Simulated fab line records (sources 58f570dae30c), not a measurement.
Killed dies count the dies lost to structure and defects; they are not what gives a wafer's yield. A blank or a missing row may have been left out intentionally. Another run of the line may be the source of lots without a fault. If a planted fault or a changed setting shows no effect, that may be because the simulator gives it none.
Which tool did it? + flow berkeley-cmos170 + 14 lots, 42 wafers sampled, at 4 steps of a route of 331

== WHAT THE GAUGES SHOWED, per wafer ==
UCB170_M1_CD_MEAS_09 targets a cd of 700 nm.
| lot  | measured     | on        | cd-nm (nm)        |
|------|--------------|-----------|-------------------|
| L625 | day 8 18:18  | cd-sem-01 | 701.4 704.0 702.0 |
| L622 | day 8 19:19  | cd-sem-02 | 701.0 700.9 702.7 |
| L623 | day 8 20:16  | cd-sem-01 | 699.6 701.9 702.3 |
| L626 | day 9 12:04  | cd-sem-01 | 701.3 699.1 700.7 |
| L632 | day 10 05:51 | cd-sem-02 | 701.9 700.8 699.7 |
| L630 | day 10 07:15 | cd-sem-02 | 703.2 700.6 701.6 |
| L634 | day 10 23:58 | cd-sem-02 | 700.8 700.7 701.6 |
| L633 | day 11 00:15 | cd-sem-01 | 703.3 702.9 702.8 |
| L635 | day 11 07:19 | cd-sem-02 | 697.6 697.3 699.0 |
| L637 | day 11 23:32 | cd-sem-02 | 698.9 699.4 698.5 |
| L638 | day 11 23:56 | cd-sem-01 | 700.5 699.1 699.7 |
| L642 | day 12 13:07 | cd-sem-02 | 702.0 700.7 701.6 |
| L643 | day 12 13:55 | cd-sem-02 | 700.7 699.9 701.2 |
| L644 | day 12 16:32 | cd-sem-01 | 700.8 702.7 701.1 |

UCB170_M3_CD_MEAS_15 targets a cd of 700 nm.
| lot  | measured     | on        | cd-nm (nm)        |
|------|--------------|-----------|-------------------|
| L625 | day 9 08:56  | cd-sem-02 | 698.8 699.1 698.9 |
| L622 | day 9 10:39  | cd-sem-01 | 697.9 697.6 698.5 |
| L623 | day 9 11:04  | cd-sem-01 | 697.9 698.5 698.4 |
| L626 | day 10 00:01 | cd-sem-02 | 699.7 700.5 700.6 |
| L634 | day 11 16:59 | cd-sem-02 | 698.2 699.4 698.3 |
| L633 | day 11 16:16 | cd-sem-02 | 698.1 699.9 699.5 |
| L635 | day 11 20:01 | cd-sem-01 | 698.4 698.5 698.1 |
| L637 | day 12 12:55 | cd-sem-02 | 701.0 701.6 701.8 |
| L638 | day 12 13:22 | cd-sem-02 | 701.1 700.0 701.1 |
| L642 | day 13 05:50 | cd-sem-02 | 698.9 699.6 699.5 |
| L643 | day 13 06:07 | cd-sem-01 | 700.5 700.3 700.2 |
| L644 | day 13 06:35 | cd-sem-02 | 700.3 701.1 701.1 |

== TOOL THAT RAN EACH LOT (tool first, then ch and the chambers of the sampled wafers, then the start) ==
| lot  | UCB170_CONTACT_STRIP_19              | UCB170_V2_STRIP_15                   |
|------|--------------------------------------|--------------------------------------|
| L625 | plasma-asher-03 ch 0,1, day 8 16:50  | plasma-asher-02 ch 0,1, day 9 06:17  |
| L622 | plasma-asher-04 ch 0,1, day 8 17:41  | plasma-asher-04 ch 0,1, day 9 08:18  |
| L623 | plasma-asher-02 ch 0,1, day 8 18:47  | plasma-asher-04 ch 0,1, day 9 08:49  |
| L626 | plasma-asher-03 ch 0,1, day 9 10:23  | plasma-asher-03 ch 0,1, day 9 21:41  |
| L632 | plasma-asher-04 ch 0,1, day 10 04:02 | plasma-asher-04 ch 0,1, day 10 20:19 |
| L630 | plasma-asher-02 ch 0,1, day 10 05:10 | plasma-asher-04 ch 0,1, day 10 19:47 |
| L634 | plasma-asher-03 ch 0,1, day 10 22:22 | plasma-asher-03 ch 0,1, day 11 14:11 |
| L633 | plasma-asher-02 ch 0, day 10 22:33   | plasma-asher-04 ch 0, day 11 14:01   |
| L635 | plasma-asher-02 ch 0,1, day 11 05:17 | plasma-asher-02 ch 0,1, day 11 17:34 |
| L637 | plasma-asher-04 ch 0,1, day 11 21:26 | plasma-asher-02 ch 0,1, day 12 10:35 |
| L638 | plasma-asher-02 ch 0,1, day 11 21:58 | plasma-asher-04 ch 0,1, day 12 11:09 |
| L642 | plasma-asher-03 ch 0,1, day 12 11:16 | plasma-asher-02 ch 0,1, day 13 02:05 |
| L643 | plasma-asher-04 ch 0, day 12 12:24   | plasma-asher-03 ch 0,1, day 13 02:35 |
| L644 | plasma-asher-04 ch 0,1, day 12 14:29 | plasma-asher-04 ch 0,1, day 13 03:40 |
- UCB170_CONTACT_STRIP_19: strips in O2.
- UCB170_V2_STRIP_15: strips in O2.

== AS READ BY THE TOOLS THEMSELVES (means over the sampled wafers that have a number; for cases with no such wafer, the mark the record gives instead) ==
UCB170_CONTACT_STRIP_19.
| lot  | tool            | chamber-pressure-mTorr (mTorr) | drypump-motor-current-A (A) | oes-product-au (a.u.) |
|------|-----------------|--------------------------------|-----------------------------|-----------------------|
| L625 | plasma-asher-03 | 3500                           | 5.9                         | 0.724                 |
| L622 | plasma-asher-04 | 3502                           | 5.8                         | 0.726                 |
| L623 | plasma-asher-02 | 3502                           | 5.7                         | 0.725                 |
| L626 | plasma-asher-03 | 3501                           | 5.9                         | 0.723                 |
| L632 | plasma-asher-04 | 3499                           | 5.5                         | 0.726                 |
| L630 | plasma-asher-02 | 3497                           | 5.9                         | 0.726                 |
| L634 | plasma-asher-03 | 3498                           | 6.0                         | 0.731                 |
| L633 | plasma-asher-02 | 3501                           | 5.6                         | 0.729                 |
| L635 | plasma-asher-02 | 3501                           | 5.7                         | 0.727                 |
| L637 | plasma-asher-04 | 3500                           | 5.7                         | 0.729                 |
| L638 | plasma-asher-02 | 3502                           | 5.9                         | 0.724                 |
| L642 | plasma-asher-03 | 3503                           | 6.0                         | 0.726                 |
| L643 | plasma-asher-04 | 3498                           | 6.0                         | 0.722                 |
| L644 | plasma-asher-04 | 3501                           | 5.5                         | 0.724                 |

UCB170_V2_STRIP_15.
| lot  | tool            | chamber-pressure-mTorr (mTorr) | drypump-motor-current-A (A) | oes-product-au (a.u.) | strip-time-to-endpoint-s (s) |
|------|-----------------|--------------------------------|-----------------------------|-----------------------|------------------------------|
| L625 | plasma-asher-02 | 3500                           | 5.9                         | 0.723                 | 15.40                        |
| L622 | plasma-asher-04 | 3498                           | 5.5                         | 0.723                 | 15.30                        |
| L623 | plasma-asher-04 | 3497                           | 5.5                         | 0.722                 | 15.30                        |
| L626 | plasma-asher-03 | 3501                           | 6.0                         | 0.728                 | 15.17                        |
| L632 | plasma-asher-04 | -                              | -                           | -                     | -                            |
| L630 | plasma-asher-04 | -                              | -                           | -                     | -                            |
| L634 | plasma-asher-03 | 3501                           | 5.9                         | 0.723                 | 15.21                        |
| L633 | plasma-asher-04 | 3499                           | 6.0                         | 0.715                 | 15.27                        |
| L635 | plasma-asher-02 | 3499                           | 5.7                         | 0.723                 | 15.16                        |
| L637 | plasma-asher-02 | 3501                           | 5.7                         | 0.719                 | 15.33                        |
| L638 | plasma-asher-04 | 3498                           | 5.7                         | 0.719                 | 15.27                        |
| L642 | plasma-asher-02 | 3497                           | 5.7                         | 0.723                 | 15.21                        |
| L643 | plasma-asher-03 | 3501                           | 6.0                         | 0.720                 | 15.44                        |
| L644 | plasma-asher-04 | 3496                           | 5.7                         | 0.721                 | 15.25                        |

== THE ANSWER, worked out from the rows above alone ==
Rule: what is usual is taken from the lots themselves. The widest of any qualifying gaps counts: lots, ordered by their means at a reading, are off when they make up no more than a third of the lots, leave a main group of 4 or more, and stand apart from it by 3 or more times the standard deviation of that group's means. A main group whose means are all the same, to the digits that the tables above print for the reading, isn't used. A lot without any number at a reading at which 4 lots or more have one is off too. Any other lot the step has rows for is counted as sound. Order of review: gauges by route order, followed by the tools' own readings, for which a lot's mean as printed above is used. The first step at which some lot is off is used, and at that step the reading that is off furthest; a lot without a number counts as furthest.
Off: L632, L630 (UCB170_V2_STRIP_15, chamber-pressure-mTorr). Without a number there: L632, L630. The main group: mean 3499 mTorr, standard deviation 1.7.
If a tool, at that step or one of the process steps before it, ran each lot that is off and ran no sound lot following the first of them, it fits. Of those tried, none fits.

== WHAT THE SIMULATOR HAD INSERTED ==
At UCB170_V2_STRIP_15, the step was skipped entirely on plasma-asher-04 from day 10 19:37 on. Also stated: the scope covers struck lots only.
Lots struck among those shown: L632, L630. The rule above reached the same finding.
